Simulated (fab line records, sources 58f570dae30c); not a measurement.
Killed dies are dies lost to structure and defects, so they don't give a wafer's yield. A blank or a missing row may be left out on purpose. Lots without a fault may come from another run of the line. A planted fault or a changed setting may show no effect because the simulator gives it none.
A struck lot beside a sound one | flow berkeley_cmos170 | 15 steps out of a route of 331
Sound: wafers L460.1, L460.3, L460.6. Struck: wafers L469.1, L469.3, L469.4. The cause comes at the end.
At each step with rows: each side's tool, then ch and its chambers, then its first start. Under that, the readings that differ: sound wafers | struck wafers | difference of the means | sigmas: that difference in standard deviations of wafers without a fault.
alike: readings whose means differ by less than 2 such deviations, and words and numbers that are the same on both sides. not compared: withheld readings, readings that some wafer has no value for, bounds like >300 that may hide the same value, and numbers for which the record gives no deviation and whose values overlap.
The two part at a step that has a row with sigmas, a row that says differs or no value, or rows on one side only. Numbers that don't overlap but have no deviation are shown without sigmas and don't part them. A reading that every wafer of one side lacks parts them only if that side has two wafers or more.

first, 5 steps without rows for these wafers: UCB170_NWELL_COAT_07 (resist thk 900 nm); UCB170_NWELL_SOFTBAKE_08 (time 60 s); UCB170_NWELL_EXPOSE_09 (exposes mask NWELL, target cd 3000 nm); UCB170_NWELL_PEB_10; UCB170_NWELL_DEVELOP_11 (develop time 45 s).
UCB170_NWELL_OVL_MEAS_12:
  sound on overlay-02, day 3 14:01; struck on overlay-01, day 5 05:17
  alike: NWELL_OVL
UCB170_NWELL_ETCH_13: etches Si3N4 in CH3F/Ar/O2, stops on SiO2, target depth 246.4 nm, time 154 s.
  sound on rie_diel-01 ch 0,1,3, day 3 14:03; struck on rie_diel-03 ch 0,2,3, day 5 05:19
  alike: CH3F_flow_sccm, O2_flow_sccm, drypump_motor_current_A, oes_product_au, throttle_valve_pct
  not compared: rf_hours_counter_h
then, 1 step without rows for these wafers: UCB170_NWELL_IMPLANT_14.
UCB170_NWELL_STRIP_15: strips in O2.
  sound on plasma_asher-01 ch 0,1, day 3 14:18; struck on plasma_asher-03 ch 0,1, day 5 05:34
  alike: drypump_motor_current_A, oes_product_au, strip_time_to_endpoint_s
  not compared: rf_hours_counter_h
UCB170_NWELL_TW_MEAS_16:
  sound on film_metro-02, day 3 14:24; struck on film_metro-02, day 5 05:40
  alike: NWELL_TW
then, 2 steps without rows for these wafers: UCB170_NWELL_CLEAN_17 (cleans in SPM, time 600 s); UCB170_NWELL_WET_ETCH_18 (etches Si3N4 in H3PO4, time 14400 s).
UCB170_NWELL_WET_ETCH_19: etches SiO2 in BOE, time 22 s.
  sound on wet_bench-02 ch 2, day 3 18:49; struck on wet_bench-01 ch 2, day 5 13:34
  no value came back on the struck wafers for bath_heat_duty_pct (%), run_length_s (s); on the sound wafers bath_heat_duty_pct (%) reads 7.0 6.5 6.9
then, 1 step without rows for these wafers: UCB170_PWELL_CLEAN_00 (cleans in SPM, time 600 s).
-- the record jumps here: 7 days lie between the struck wafers' starts before and after (it left off in module PWELL and takes up again in module M3, whose first step shown is number 331 of the route) --
UCB170_M3_PROBE_99:
  the record has rows for the struck wafers here (prober-01, day 12 05:08) and none for the sound ones

WHERE THEY PART
First at UCB170_NWELL_WET_ETCH_19; last, within this record, at UCB170_M3_PROBE_99.

WHY: what the simulator had put in
Skipped step whole: wet_bench-01, from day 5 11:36 on, at UCB170_NWELL_WET_ETCH_19. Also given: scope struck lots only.
